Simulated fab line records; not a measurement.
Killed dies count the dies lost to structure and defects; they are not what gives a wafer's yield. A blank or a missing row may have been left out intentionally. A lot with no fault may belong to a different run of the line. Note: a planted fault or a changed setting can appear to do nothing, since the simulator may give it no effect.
fab line records	flow rit_cmos
record lots=6	wafers=18	last_day=5
route steps=202 shown PSD@150 SDANNEAL@153 NSD@158 PLDD@159 NLDD@160 SILICIDE@161 M1@202
lots with no fault: from the same line, run without faults
start_h: hours from the record's first day to the start of the lot's first wafer shown	wait_h: hours since the lot's step before	" the same as in the row above	L1.1+2: a row that stands for several wafers	- no value, or no start was given	* or withheld: withheld	< > ~ a bound
route shown NAME@n: NAME is a module with steps in the file, n the number in the route of the first one	usual: mean and standard deviation over wafers with no fault	same: alike in all rows	chamber/n: place in a boat	sites: per-site readings	_std_site: standard deviation of those values	_edge_site: inner sites' mean taken away from outer sites' mean	radius_mm: for every site, how far away it sits from the centre of the wafer	mask NAME#n: copy n	behind: the tool/chamber that last shaped the wafer	hold: why the lot was held/for how many hours/how that ended	device: the transistor (n, p or np) that didn't switch	end of line: tests of these same wafers at the route's end	a step given without rows: its recipe and nothing more	killed: dies lost to structure and defects at the first sort, not the wafer's yield	map: dies across one wafer; x = killed, . = not, _ = none there
set.NAME: the setting as run; set.NAME@STEP: as run at that earlier step	model.NAME: the simulator's own value behind a step, which no gauge read
lots at selected steps of the route; one table per step, one row per wafer
services: the hour from which a tool's chamber was out of use, counted from the record's first day as start_h (under 0 if before that day), plus the number of hours and why
## steps
# step RIT_PSD_IMPLANT_08
# recipe species=BF2	energy_kev=27	dose_cm2=5e+15	tilt_deg=7
# step RIT_PSD_STRIP_09
# recipe chemistry=O2	time_s=180	resist=NOVOLAK	platen_temp_c=withheld	power_w=500	pressure_mtorr=4000	o2_flow_sccm=4000
# usual drypump_motor_current_A=5.7/0.35	o2_flow_sccm=4001/12
lot.wafer	tool	chamber	start_h	wait_h	drypump_motor_current_A	o2_flow_sccm	rf_hours_counter_h
L141.4	plasma_asher-01	1	50.20	0.1	5.8	4010	-
L141.5	"	1	"	"	5.8	3993	-
L141.6	"	0	"	"	6.2	4008	-
L145.2	plasma_asher-04	0	70.88	0.1	5.4	3998	47
L145.3	"	0	"	"	5.4	4015	-
L145.6	"	0	"	"	5.4	4008	-
L151.2	plasma_asher-01	1	98.54	0.1	5.8	3986	33
L151.4	"	1	"	"	5.8	4006	-
L151.6	"	0	"	"	6.2	3995	-
L153.2	plasma_asher-02	0	108.57	0.1	5.6	4009	40
L153.5	"	1	"	"	5.6	4020	-
L153.6	"	0	"	"	5.7	3995	-
L154.1	plasma_asher-01	0	113.36	0.1	6.2	3974	35
L154.3	"	0	"	"	6.2	3985	-
L154.6	"	1	"	"	5.7	3987	-
L155.1	plasma_asher-04	1	119.24	0.1	5.1	4031	54
L155.4	"	0	"	"	5.4	3995	-
L155.5	"	1	"	"	5.0	4004	-
# step RIT_PSD_TW_MEAS_10
# usual PSD_TW=3402/20
lot.wafer	tool	chamber	start_h	wait_h	PSD_TW
L141.4	film_metro-04	-	50.35	0.1	3410
L141.5	"	-	"	"	3412
L141.6	"	-	"	"	3417
L145.2	film_metro-03	-	71.06	0.1	3433
L145.3	"	-	"	"	3399
L145.6	"	-	"	"	3404
L151.2	film_metro-04	-	98.73	0.1	3406
L151.4	"	-	"	"	3424
L151.6	"	-	"	"	3420
L153.2	film_metro-02	-	108.76	0.1	3390
L153.5	"	-	"	"	3405
L153.6	"	-	"	"	3408
L154.1	film_metro-04	-	113.53	0.1	3395
L154.3	"	-	"	"	3391
L154.6	"	-	"	"	3397
L155.1	film_metro-04	-	119.41	0.1	3401
L155.4	"	-	"	"	3408
L155.5	"	-	"	"	3397
# step RIT_SDANNEAL_CLEAN_00
# recipe chemistry=SC1	mix=3:3:50	time_s=600	temp_c=75
# step RIT_SDANNEAL_CLEAN_01
# recipe chemistry=dHF	dilution=50:1	time_s=30
# step RIT_SDANNEAL_CLEAN_02
# recipe chemistry=SC2	mix=3:3:50	time_s=600	temp_c=75	dry=n2_spin
# step RIT_SDANNEAL_RTA_03
# recipe temp_c=1050	time_s=5	idle_temp_c=600	ramp_up_c_per_s=342	ramp_down_c_per_s=171	cool_to_c=600	ambient=N2
# usual wafer_temp_C_max=1053.4/1.2
lot.wafer	tool	chamber	start_h	wait_h	wafer_temp_C_max
L141.4	rtp_anneal-01	0	50.79	0.0	1054.3
L141.5	"	0	"	"	1052.0
L141.6	"	0	"	"	1051.8
L145.2	rtp_anneal-01	0	71.49	0.0	1052.5
L145.3	"	0	"	"	1055.0
L145.6	"	0	"	"	1053.3
L151.2	rtp_anneal-01	0	99.54	0.0	1053.1
L151.4	"	0	"	"	1053.1
L151.6	"	0	"	"	1053.8
L153.2	rtp_anneal-01	0	109.21	0.0	1052.9
L153.5	"	0	"	"	1051.9
L153.6	"	0	"	"	1056.3
L154.1	rtp_anneal-02	0	113.99	0.0	1052.6
L154.3	"	0	"	"	1052.7
L154.6	"	0	"	"	1054.3
L155.1	rtp_anneal-01	0	119.84	0.0	1052.8
L155.4	"	0	"	"	1053.7
L155.5	"	0	"	"	1054.1
# step RIT_SDANNEAL_RS_MEAS_04
# recipe thk_meas_gauge=four-point-probe
# usual PSD_RS=115.9/0.33
lot.wafer	tool	chamber	start_h	wait_h	PSD_RS[ohm/sq]
L141.4	film_metro-03	-	50.88	0.1	116.1
L141.5	"	-	"	"	116.0
L141.6	"	-	"	"	116.1
L145.2	film_metro-03	-	71.56	0.1	115.9
L145.3	"	-	"	"	115.7
L145.6	"	-	"	"	116.2
L151.2	film_metro-02	-	99.61	0.1	116.1
L151.4	"	-	"	"	116.1
L151.6	"	-	"	"	115.8
L153.2	film_metro-03	-	109.28	0.1	116.4
L153.5	"	-	"	"	116.3
L153.6	"	-	"	"	116.1
L154.1	film_metro-03	-	114.05	0.0	115.8
L154.3	"	-	"	"	115.8
L154.6	"	-	"	"	115.9
L155.1	film_metro-02	-	119.90	0.0	116.2
L155.4	"	-	"	"	115.8
L155.5	"	-	"	"	115.6
# step RIT_SDANNEAL_RS_MEAS_05
# recipe thk_meas_gauge=four-point-probe
# usual NSD_RS=84.5/0.31
lot.wafer	tool	chamber	start_h	wait_h	NSD_RS[ohm/sq]
L141.4	film_metro-03	-	51.00	0.1	83.9
L141.5	"	-	"	"	84.1
L141.6	"	-	"	"	84.2
L145.2	film_metro-03	-	71.68	0.1	84.1
L145.3	"	-	"	"	84.2
L145.6	"	-	"	"	84.5
L151.2	film_metro-02	-	99.73	0.1	84.8
L151.4	"	-	"	"	84.6
L151.6	"	-	"	"	84.8
L153.2	film_metro-03	-	109.40	0.1	84.5
L153.5	"	-	"	"	84.8
L153.6	"	-	"	"	84.4
L154.1	film_metro-03	-	114.17	0.1	84.5
L154.3	"	-	"	"	84.1
L154.6	"	-	"	"	83.8
L155.1	film_metro-02	-	120.02	0.1	84.6
L155.4	"	-	"	"	84.7
L155.5	"	-	"	"	84.6
# step RIT_SDANNEAL_RS_MEAS_06
# recipe thk_meas_gauge=four-point-probe
# usual PLDD_RS=178.8/0.47
lot.wafer	tool	chamber	start_h	wait_h	PLDD_RS[ohm/sq]
L141.4	film_metro-03	-	51.12	0.1	179.1
L141.5	"	-	"	"	179.2
L141.6	"	-	"	"	179.3
L145.2	film_metro-03	-	71.80	0.1	178.8
L145.3	"	-	"	"	178.4
L145.6	"	-	"	"	179.2
L151.2	film_metro-02	-	99.85	0.1	178.7
L151.4	"	-	"	"	179.0
L151.6	"	-	"	"	179.4
L153.2	film_metro-03	-	109.52	0.1	178.8
L153.5	"	-	"	"	178.8
L153.6	"	-	"	"	178.5
L154.1	film_metro-03	-	114.29	0.1	178.0
L154.3	"	-	"	"	177.6
L154.6	"	-	"	"	178.4
L155.1	film_metro-02	-	120.14	0.1	178.3
L155.4	"	-	"	"	178.1
L155.5	"	-	"	"	177.9
# step RIT_SDANNEAL_RS_MEAS_07
# recipe thk_meas_gauge=four-point-probe
# usual NLDD_RS=151.7/0.63
lot.wafer	tool	chamber	start_h	wait_h	NLDD_RS[ohm/sq]
L141.4	film_metro-03	-	51.24	0.1	152.5
L141.5	"	-	"	"	152.4
L141.6	"	-	"	"	152.3
L145.2	film_metro-03	-	71.92	0.1	151.2
L145.3	"	-	"	"	151.1
L145.6	"	-	"	"	151.1
L151.2	film_metro-02	-	99.97	0.1	151.5
L151.4	"	-	"	"	152.4
L151.6	"	-	"	"	152.3
L153.2	film_metro-03	-	109.64	0.1	151.3
L153.5	"	-	"	"	151.2
L153.6	"	-	"	"	151.8
L154.1	film_metro-03	-	114.41	0.1	151.9
L154.3	"	-	"	"	151.5
L154.6	"	-	"	"	151.6
L155.1	film_metro-02	-	120.26	0.1	152.2
L155.4	"	-	"	"	152.2
L155.5	"	-	"	"	152.3
# step RIT_SILICIDE_WET_ETCH_00
# recipe chemistry=BOE	target=SiO2	target_depth_nm=14	time_s=15	dry=n2_spin	dilution=10:1	temp_c=21.5
# step RIT_SILICIDE_SPUTTER_01
# recipe material=Ti	target_thk_nm=30	power_w=350	chamber_pressure_pa=0.667	gas=Ar	time_s=229.5	substrate_temp_c=25
# usual chamber_pressure_pa=0.6672/0.0015	throttle_valve_pct=30.2/0.83
lot.wafer	tool	chamber	start_h	wait_h	chamber_pressure_pa	throttle_valve_pct	model.Ti_of_SILICIDE_SPUTTER_01.thk_nm
L141.4	pvd_sputter-04	-	51.31	0.0	0.6652	30.1	29.12
L141.5	"	-	"	"	0.6683	29.7	28.81
L141.6	"	-	"	"	0.6683	28.4	28.58
L145.2	pvd_sputter-01	-	72.03	0.0	0.6639	29.5	28.72
L145.3	"	-	"	"	0.6650	29.9	28.46
L145.6	"	-	"	"	0.6669	29.7	28.64
L151.2	pvd_sputter-01	-	100.08	0.0	0.6696	29.8	40.8
L151.4	"	-	"	"	0.6665	31.2	40.99
L151.6	"	-	"	"	0.6670	30.6	40.79
L153.2	pvd_sputter-01	-	109.75	0.0	0.6674	29.6	40.97
L153.5	"	-	"	"	0.6668	31.2	40.81
L153.6	"	-	"	"	0.6678	29.8	41.03
L154.1	pvd_sputter-04	-	114.54	0.0	0.6662	29.9	28.45
L154.3	"	-	"	"	0.6685	30.2	28.74
L154.6	"	-	"	"	0.6671	28.5	28.74
L155.1	pvd_sputter-03	-	120.39	0.0	0.6665	30.6	28.48
L155.4	"	-	"	"	0.6711	32.2	28.59
L155.5	"	-	"	"	0.6673	32.4	28.76
# step RIT_SILICIDE_RS_MEAS_02
# recipe thk_meas_gauge=four-point-probe	reads=Ti_of_SILICIDE_SPUTTER_01
# usual SILICIDE_TI_RS=50.7/0.57
lot.wafer	tool	chamber	start_h	wait_h	SILICIDE_TI_RS[ohm/sq]
L141.4	film_metro-04	-	51.52	0.1	49.7
L141.5	"	-	"	"	50.4
L141.6	"	-	"	"	50.8
L145.2	film_metro-04	-	72.20	0.1	50.6
L145.3	"	-	"	"	51.1
L145.6	"	-	"	"	50.8
L151.2	film_metro-03	-	100.40	0.2	32.7
L151.4	"	-	"	"	32.5
L151.6	"	-	"	"	32.7
L153.2	film_metro-04	-	109.92	0.1	32.5
L153.5	"	-	"	"	32.6
L153.6	"	-	"	"	32.5
L154.1	film_metro-04	-	114.69	0.1	51.2
L154.3	"	-	"	"	50.5
L154.6	"	-	"	"	50.5
L155.1	film_metro-04	-	120.54	0.1	51.2
L155.4	"	-	"	"	50.9
L155.5	"	-	"	"	50.6
# step RIT_SILICIDE_THK_MEAS_03
# recipe thk_meas_gauge=xrf	reads=Ti_of_SILICIDE_SPUTTER_01
# usual SILICIDE_TI_THK=28.26/0.26
lot.wafer	tool	chamber	start_h	wait_h	SILICIDE_TI_THK[nm]
L141.4	film_metro-04	-	51.61	0.1	28.73
L141.5	"	-	"	"	28.39
L141.6	"	-	"	"	28.24
L145.2	film_metro-04	-	72.31	0.1	28.56
L145.3	"	-	"	"	28.12
L145.6	"	-	"	"	28.31
L151.2	film_metro-03	-	100.51	0.1	40.16
L151.4	"	-	"	"	40.55
L151.6	"	-	"	"	40.15
L153.2	film_metro-04	-	110.03	0.1	40.26
L153.5	"	-	"	"	40.37
L153.6	"	-	"	"	40.41
L154.1	film_metro-04	-	114.81	0.1	28.11
L154.3	"	-	"	"	28.31
L154.6	"	-	"	"	28.54
L155.1	film_metro-04	-	120.66	0.1	28.10
L155.4	"	-	"	"	28.19
L155.5	"	-	"	"	28.48
# step RIT_SILICIDE_RTA_04
# recipe temp_c=650	time_s=10	idle_temp_c=25	ramp_up_s=5	ramp_down_s=5	cool_to_c=25	ambient=N2
# usual wafer_temp_C_max=653.3/0.72
lot.wafer	tool	chamber	start_h	wait_h	wafer_temp_C_max
L141.4	rtp_anneal-02	0	51.71	0.1	652.7
L141.5	"	0	"	"	654.0
L141.6	"	0	"	"	653.3
L145.2	rtp_anneal-02	0	72.37	0.1	653.7
L145.3	"	0	"	"	653.3
L145.6	"	0	"	"	652.6
L151.2	rtp_anneal-02	0	100.57	0.1	655.4
L151.4	"	0	"	"	653.9
L151.6	"	0	"	"	654.1
L153.2	rtp_anneal-02	0	110.10	0.1	652.8
L153.5	"	0	"	"	653.7
L153.6	"	0	"	"	652.6
L154.1	rtp_anneal-01	0	114.87	0.1	652.6
L154.3	"	0	"	"	652.7
L154.6	"	0	"	"	652.8
L155.1	rtp_anneal-02	0	120.72	0.1	654.7
L155.4	"	0	"	"	653.4
L155.5	"	0	"	"	653.8
# step RIT_M1_PROBE_99
# usual killed_at_front_end=7/3	killed_dies=7/3	killed_open=3.2/1.8	killed_short=3.5/2.1
# same gross_dies=264	killed_at_M0_to_M3=0	killed_at_M4_up=0	killed_at_back_side=0	killed_at_contacts=0	killed_at_other=0
lot.wafer	tool	chamber	start_h	wait_h	killed_at_front_end	killed_dies	killed_open	killed_short	model.etest.nmos_0p15.r_on_ohm_um	model.etest.npoly_line.line_ohm_um	model.etest.ppoly_line.line_ohm_um	model.etest.contact_pplus.end_ohm_um	model.etest.contact_nplus.end_ohm_um	model.etest.ppoly_line.width_nm	model.etest.npoly_line.width_nm	model.etest.npoly_line.rs_ohm_sq
L141.4	prober-01	-	58.93	0.2	5	5	0	5	1086	168.8	164.9	42.23	40.66	102.6	102.1	17.41
L141.5	prober-01	-	58.98	0.2	2	2	0	2	1079	177.9	169.2	43.58	40.87	100.3	99.66	17.59
L141.6	prober-01	-	59.03	0.2	5	5	2	3	1076	173.3	168.6	42.49	40.14	102.9	102	17.64
L145.2	prober-01	-	79.01	0.1	6	6	3	3	1129	175.1	168.8	41.06	39.87	102	100.7	17.7
L145.3	prober-01	-	79.06	0.2	8	8	2	6	1146	170.6	165.4	40.45	39.25	104.3	103.6	17.6
L145.6	prober-01	-	79.21	0.2	5	5	5	0	1131	171.2	162	41.45	39.47	104.4	104.7	17.55
L151.2	prober-02	-	107.14	0.1	4	4	3	1	1162	152.7	146.4	58.33	57.72	94.14	93	14.22
L151.4	prober-02	-	107.24	0.2	7	7	3	4	1142	148.4	143	60.17	58.03	95.28	95.02	14.02
L151.6	prober-02	-	107.34	0.2	2	2	0	2	1143	152.1	147.5	59.86	56.06	93.42	93	14.18
L153.2	prober-02	-	116.89	0.1	7	7	2	5	1156	145.6	137.6	63.77	59.48	99.01	98.09	14
L153.5	prober-02	-	117.04	0.2	3	3	2	1	1178	138.9	132.9	61.86	56.27	101.7	100.3	13.96
L153.6	prober-02	-	117.09	0.2	6	6	6	0	1180	138.8	134.1	63.15	59.41	101.8	100.4	14.01
L154.1	prober-01	-	121.46	0.1	6	6	1	5	1068	164.6	157.9	43.21	40.18	106.2	105.8	17.57
L154.3	prober-01	-	121.56	0.2	4	4	2	2	1080	168.4	160.8	43.3	40.58	105.7	104.6	17.34
L154.6	prober-01	-	121.71	0.2	11	11	5	6	1083	165	156.8	43.97	39.92	107	106.6	17.4
L155.1	prober-02	-	128.57	0.1	8	8	2	6	1115	164.4	159.2	42.76	39.25	107.6	106.4	17.78
L155.4	prober-02	-	128.72	0.2	6	6	1	5	1139	162.6	155.8	42.22	40.02	107.8	107.4	17.59
L155.5	prober-02	-	128.77	0.2	9	9	3	6	1126	163.2	156.6	42.81	40.6	108	107	17.55
# killed by level:class
L141.4 FOX1:geometric_particle:short=3 SPACER:geometric_particle:short=2
L141.5 FOX1:geometric_particle:short=1 REOX:geometric_particle:short=1
L141.6 FOX1:geometric_particle:open=2 FOX1:geometric_particle:short=2 FOX2:geometric_particle:short=1
L145.2 SILICIDE:geometric_particle:short=2 FOX2:geometric_particle:open=1 GATE:geometric_particle:open=1 REOX:geometric_particle:short=1 SILICIDE:geometric_particle:open=1
L145.3 GATE:geometric_particle:short=3 SPACER:geometric_particle:short=2 FOX2:geometric_particle:open=1 FOX2:geometric_particle:short=1 SPACER:geometric_particle:open=1
L145.6 GATE:geometric_particle:open=3 FOX2:geometric_particle:open=1 REOX:geometric_particle:open=1
L151.2 FOX1:geometric_particle:open=2 FOX1:geometric_particle:short=1 SILICIDE:geometric_particle:open=1
L151.4 FOX1:geometric_particle:short=2 FOX1:geometric_particle:open=1 FOX2:geometric_particle:open=1 FOX2:geometric_particle:short=1 REOX:geometric_particle:open=1 SILICIDE:geometric_particle:short=1
L151.6 GATE:geometric_particle:short=1 SPACER:geometric_particle:short=1
L153.2 FOX1:geometric_particle:short=2 FOX2:geometric_particle:short=2 FOX1:geometric_particle:open=1 REOX:geometric_particle:short=1 SILICIDE:geometric_particle:open=1
L153.5 FOX1:geometric_particle:open=1 FOX1:geometric_particle:short=1 SILICIDE:geometric_particle:open=1
L153.6 SPACER:geometric_particle:open=4 FOX1:geometric_particle:open=1 GATE:geometric_particle:open=1
L154.1 GATE:geometric_particle:short=2 FOX1:geometric_particle:open=1 REOX:geometric_particle:short=1 SPACER:geometric_particle:short=1 SILICIDE:geometric_particle:short=1
L154.3 GATE:geometric_particle:open=1 GATE:geometric_particle:short=1 SPACER:geometric_particle:short=1 SPACER:geometric_particle:open=1
L154.6 FOX1:geometric_particle:short=2 FOX1:geometric_particle:open=2 GATE:geometric_particle:short=2 REOX:geometric_particle:open=2 GATE:geometric_particle:open=1 REOX:geometric_particle:short=1 SILICIDE:geometric_particle:short=1
L155.1 REOX:geometric_particle:short=2 SPACER:geometric_particle:short=2 FOX1:geometric_particle:short=1 GATE:geometric_particle:short=1 GATE:geometric_particle:open=1 SPACER:geometric_particle:open=1
L155.4 SPACER:geometric_particle:short=4 GATE:geometric_particle:short=1 SPACER:geometric_particle:open=1
L155.5 GATE:geometric_particle:short=4 SILICIDE:geometric_particle:short=2 SILICIDE:geometric_particle:open=2 REOX:geometric_particle:open=1
## services
tool	chamber	start_h	hours	kind
pvd_sputter-04	-	86.09	1.1	repair
plasma_asher-02	-	108.75	9.0	pm
plasma_asher-02	0	108.75	9.0	vent_cycle
plasma_asher-02	1	108.75	9.0	vent_cycle
plasma_asher-02	0	117.75	-	clean
plasma_asher-02	1	117.75	-	clean
pvd_sputter-01	-	118.75	3.2	repair
## key
first_sign step=RIT_SILICIDE_RS_MEAS_02	reading=SILICIDE_TI_RS	direction=down	sigmas=32	usual=50.7	struck=32.6
effect step=RIT_SILICIDE_THK_MEAS_03	reading=SILICIDE_TI_THK	direction=up	sigmas=47	usual=28.26	struck=40.31
model_effect step=RIT_SILICIDE_SPUTTER_01	value=Ti_of_SILICIDE_SPUTTER_01.thk_nm	without=28.72	struck=40.89
model_effect step=RIT_M1_PROBE_99	value=etest.nmos_0p15.r_on_ohm_um	without=1103	struck=1160
met_at RIT_SILICIDE_SPUTTER_01
struck_wafers L151.2,L151.4,L151.6,L153.2,L153.5,L153.6
tester_left_out L151,L153
onset_between 72.03 100.08
fault kind=process_parameter_drift	tool=pvd_sputter-01	chamber=-	onset_h=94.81	steps=RIT_SILICIDE_SPUTTER_01	channel=target_thk_nm	offset=12.735	shape=step	end_h=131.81	stated=30
# tester_left_out: of these lots the tester's yield and bins aren't shown, on N5 and GAA mostly nor the transistor test; their killed dies are dies lost to structure and defects alone, not to doping, threshold or leakage, so they don't give the yield
